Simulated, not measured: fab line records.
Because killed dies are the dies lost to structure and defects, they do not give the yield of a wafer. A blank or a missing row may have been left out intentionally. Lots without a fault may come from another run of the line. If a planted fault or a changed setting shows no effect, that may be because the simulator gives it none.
Struck lot and sound lot, side by side / flow rit-cmos / 18 out of 202 route steps
Sound: the wafers L995.1, L995.2, L995.6. Wafers L103.1, L103.2, L103.5 were the ones struck. At the end, the cause is stated.
For every step that has rows: the tool of each side, followed by ch and its chambers, followed by its first start. Under that, the readings that differ: sound wafers / struck wafers / difference of the means / sigmas: that difference in standard deviations of wafers without a fault.
alike: readings whose means differ by less than 2 such deviations, and words and numbers that are the same on both sides. not compared: withheld readings, readings that some wafer has no value for, bounds like >300 that may hide the same value, and numbers for which the record gives no deviation and whose values overlap.
Wherever a step has rows on one side only, a row that says differs or no value, or a row with sigmas, the two part there. Numbers that don't overlap but have no deviation are shown without sigmas and don't part them. A reading missing from all wafers of one side parts the sides only when that side holds two or more wafers.

first, 4 steps without rows for these wafers: RIT_PSD_SOFTBAKE_02 (time 60 s); RIT_PSD_EXPOSE_03 (exposes mask M10, target cd 40900 nm); RIT_PSD_PEB_04; RIT_PSD_DEVELOP_05 (develop time 50 s).
RIT_PSD_OVL_MEAS_06:
  sound on overlay-01 at day 3 01:17; struck on overlay-02 at day 4 17:17
reading=PSD_OVL (nm); sound=3.1 4.1 1.2; struck=-2.7 -0.4 -1.6; difference=-4.4; sigmas=-3
then, 2 steps without rows for these wafers: RIT_PSD_HARDBAKE_07 (time 60 s); RIT_PSD_IMPLANT_08.
RIT_PSD_STRIP_09: strips in O2, time 180 s.
  sound on plasma-asher-04 ch 0,1, day 3 01:37; struck on plasma-asher-01 ch 0,1, day 4 17:38
  alike: drypump-motor-current-A
  not compared: rf-hours-counter-h
RIT_PSD_TW_MEAS_10:
  sound on film-metro-02 at day 3 01:48; struck on film-metro-01 at day 4 17:48
reading=PSD_TW; sound=3388 3391 3411; struck=3453 3459 3473; difference=+65; sigmas=+2
then, 3 steps without rows for these wafers: RIT_SDANNEAL_CLEAN_00 (cleans in SC1, time 600 s); RIT_SDANNEAL_CLEAN_01 (cleans in dHF, time 30 s); RIT_SDANNEAL_CLEAN_02 (cleans in SC2, time 600 s).
RIT_SDANNEAL_RTA_03: time 5 s.
  sound on rtp-anneal-02 ch 0, day 3 02:14; struck on rtp-anneal-02 ch 0, day 4 18:14
  alike: wafer_temp_C_max
RIT_SDANNEAL_RS_MEAS_04: the measuring method here is four-point-probe.
  sound on film-metro-03 at day 3 02:17; struck on film-metro-02 at day 4 18:18
reading=PSD_RS (ohm/sq); sound=115.80 115.88 115.64; struck=112.00 111.96 112.40; difference=-3.65; sigmas=-13
RIT_SDANNEAL_RS_MEAS_05: the measuring method here is four-point-probe.
  sound on film-metro-03 at day 3 02:24; struck on film-metro-02 at day 4 18:25
  alike: NSD_RS
RIT_SDANNEAL_RS_MEAS_06: the measuring method here is four-point-probe.
  sound on film-metro-03 at day 3 02:31; struck on film-metro-02 at day 4 18:32
reading=PLDD_RS (ohm/sq); sound=178.7 178.5 178.4; struck=174.9 174.9 174.8; difference=-3.7; sigmas=-8
RIT_SDANNEAL_RS_MEAS_07: the measuring method here is four-point-probe.
  sound on film-metro-03 at day 3 02:38; struck on film-metro-02 at day 4 18:40
  alike: NLDD_RS
RIT_M1_PROBE_99:
  sound on prober-01 at day 3 10:49; struck on prober-01 at day 5 02:40
reading=model.etest.contact-nplus.end-ohm-um; sound=42.28 41.52 42.04; struck=46.2 45.74 45.08; difference=+3.7; sigmas=
reading=model.etest.pmos-narrow.off-log10-a-um; sound=-12.97 -12.96 -12.91; struck=-12.77 -12.53 -12.52; difference=+0.34; sigmas=
  alike: killed-at-contacts, killed-at-front-end, killed-dies, killed-open, killed-short
  not compared: model.etest.pmos-turned.r-on-ohm-um, model.etest.pmos-turned.drive-ua-um, model.etest.pmos_0p15.drive-ua-um, model.etest.retro-edge-pmos.off-log10-a-um, model.etest.pmos_0p15.off-log10-a-um, model.etest.ring.quiet-log10-a

== WHERE THEY PART ==
At RIT_PSD_OVL_MEAS_06 first; at RIT_SDANNEAL_RS_MEAS_06 last (within this record only). Later steps at which nothing parts them and some readings are alike: RIT_SDANNEAL_RS_MEAS_07, RIT_M1_PROBE_99.

WHY: what the simulator had put in
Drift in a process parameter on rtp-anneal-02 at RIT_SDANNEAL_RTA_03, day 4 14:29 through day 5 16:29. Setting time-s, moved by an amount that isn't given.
